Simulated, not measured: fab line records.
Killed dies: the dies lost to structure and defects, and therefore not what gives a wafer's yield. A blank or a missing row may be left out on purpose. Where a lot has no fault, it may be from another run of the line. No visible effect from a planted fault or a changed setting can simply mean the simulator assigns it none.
The tool behind it: which one?	flow ritCmos	41 wafers from 14 lots sampled at 2 of the route's 202 steps

WHAT EACH GAUGE READ, for each wafer
Not one reading of a measure or inspect step in the record can be checked against a usual standard deviation.

WHAT TOOL EACH LOT RAN ON (gives the tool, then ch and the chambers of the sampled wafers, and finally the start)
lot	RIT_M1_METAL_ETCH_12	RIT_M1_PROBE_99
L530	rieMetal-01 ch 0,1, day 3 11:55	prober-02, day 3 14:56
L531	rieMetal-04 ch 0,1, day 3 15:16	prober-01, day 3 17:34
L532	rieMetal-03 ch 0,1, day 3 18:37	prober-02, day 3 21:13
L533	rieMetal-01 ch 0,1, day 4 01:20	prober-01, day 4 03:57
L537	rieMetal-04 ch 0,1, day 4 21:41	prober-01, day 5 00:22
L541	rieMetal-03 ch 0,1, day 5 16:44	prober-01, day 5 19:44
L544	rieMetal-03 ch 0,1, day 6 05:51	prober-02, day 6 08:09
L545	rieMetal-01 ch 0,1, day 6 12:27	prober-01, day 6 14:56
L546	rieMetal-04 ch 0,1, day 6 16:20	prober-02, day 6 18:40
L547	rieMetal-01 ch 0,1, day 6 20:20	prober-01, day 6 22:37
L548	rieMetal-04 ch 0,1, day 7 01:10	prober-02, day 7 04:38
L549	rieMetal-01 ch 1, day 7 06:10	prober-01, day 7 09:43
L550	rieMetal-04 ch 0,1, day 7 11:19	prober-02, day 7 13:50
L552	rieMetal-01 ch 0,1, day 7 21:35	prober-02, day 7 23:53
- RIT_M1_METAL_ETCH_12: etches Al in Cl2/BCl3, stops on SiO2, time 165 s, target depth 600 nm.
- RIT_M1_PROBE_99

WHAT THE TOOLS THEMSELVES READ (means of the sampled wafers that have a number; where no wafer has one, the mark that the record gives instead)
RIT_M1_METAL_ETCH_12.
lot	tool	bcl3FlowSccm (sccm)	chamberPressureMTorr (mTorr)	drypumpMotorCurrentA (A)	oesProductAu (a.u.)	throttleValvePct (%)
L530	rieMetal-01	50.04	99.93	5.25	0.768	8.30
L531	rieMetal-04	49.89	99.95	5.04	0.781	8.09
L532	rieMetal-03	50.05	100.11	5.45	0.754	8.36
L533	rieMetal-01	50.02	99.94	5.24	0.772	8.30
L537	rieMetal-04	50.11	99.97	5.06	0.780	8.07
L541	rieMetal-03	49.98	125.08	5.31	0.750	8.35
L544	rieMetal-03	49.93	133.41	5.19	0.746	8.33
L545	rieMetal-01	49.89	99.99	5.28	0.780	8.28
L546	rieMetal-04	49.96	99.97	5.28	0.790	8.13
L547	rieMetal-01	49.89	99.98	5.27	0.766	8.27
L548	rieMetal-04	49.98	100.04	5.28	0.775	8.13
L549	rieMetal-01	50.05	99.92	5.21	0.773	8.32
L550	rieMetal-04	49.99	100.01	5.28	0.784	8.14
L552	rieMetal-01	49.83	99.95	5.26	0.771	8.29

RIT_M1_PROBE_99.
lot	tool	defectLimitedYield (%)	killed_at_M0_to_M3	killedAtFrontEnd	killedDies	killedOnRim	killedOpen	killedShort	sort_bin_3_pad_short (%)	sort_bin_5_function (%)	sort_bin_6_memory (%)	sortNPass	sortYieldPct (%)
L530	prober-02	96.0	0.0	11	11	2.0	5.3	5.3	0.5	2.2	1.4	253	96.0
L531	prober-01	98.2	0.0	5	5	1.0	2.0	2.7	0.0	1.0	0.7	259	98.2
L532	prober-02	98.0	0.0	5	5	1.7	2.0	3.3	0.0	1.4	0.7	259	98.0
L533	prober-01	96.9	0.0	8	8	1.7	3.3	4.7	0.1	2.0	0.9	256	96.9
L537	prober-01	96.7	0.0	9	9	2.0	3.3	5.3	0.0	1.8	1.5	255	96.7
L541	prober-01	98.1	0.0	5	5	0.0	2.0	3.0	0.0	1.5	0.4	259	98.1
L544	prober-02	99.2	0.0	2	2	1.0	1.7	0.3	0.0	0.7	0.1	262	99.2
L545	prober-01	97.7	0.3	6	6	1.7	3.0	3.0	0.1	1.4	0.8	258	97.7
L546	prober-02	97.9	0.0	6	6	1.0	4.0	1.7	0.0	1.2	1.0	258	97.9
L547	prober-01	98.0	0.0	5	5	0.7	2.7	2.7	0.1	0.9	1.0	259	98.0
L548	prober-02	97.8	0.0	6	6	2.3	3.0	2.7	0.3	1.2	0.8	258	97.8
L549	prober-01	95.6	0.0	12	12	3.0	5.0	6.0	0.1	2.5	1.8	252	95.6
L550	prober-02	98.2	0.0	5	5	1.0	2.3	2.3	0.0	1.0	0.8	259	98.2
L552	prober-02	97.4	0.0	7	7	2.0	2.3	4.7	0.4	1.4	0.9	257	97.4

THE ANSWER, worked out from the rows above alone
Rule: the lots themselves supply what counts as usual. The widest of any qualifying gaps counts: lots, ordered by their means at a reading, are off when they make up no more than a third of the lots, leave a main group of 4 or more, and stand apart from it by 3 or more times the standard deviation of that group's means. The tables above print the reading to a certain number of digits; a main group whose means all agree to those digits is not used. Also off: a lot with no number at a reading for which 4 or more lots have one. All remaining lots with rows at the step are treated as sound. The gauges are gone through in route order, then the tools' own readings, and for those a lot's mean is taken as printed above. At the first step where some lot is off, the reading lying furthest off is the one used; lots without a number count as furthest.
Off at RIT_M1_METAL_ETCH_12 (chamberPressureMTorr): L541, L544. Mean 99.98 mTorr and standard deviation 0.051 in the main group.
A tool fits if, at that step or a process step before it, it ran every lot that is off, and no sound lot after the first of them. One fits: RIT_M1_METAL_ETCH_12 on rieMetal-03. Its last sound lot is L532 (day 3 18:37), its first lot that is off L541 (day 5 16:44): a fault that began between those two fits.
The tool's own readings at RIT_M1_METAL_ETCH_12 bear it out: on the lots that are off they differ by more than 5 times the standard deviation of the sound lots' means. chamberPressureMTorr reads 129.25 mTorr there against 99.98 mTorr on the sound lots.

WHAT THE SIMULATOR PUT IN
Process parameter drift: rieMetal-03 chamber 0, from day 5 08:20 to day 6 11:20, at RIT_M1_METAL_ETCH_12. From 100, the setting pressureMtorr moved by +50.
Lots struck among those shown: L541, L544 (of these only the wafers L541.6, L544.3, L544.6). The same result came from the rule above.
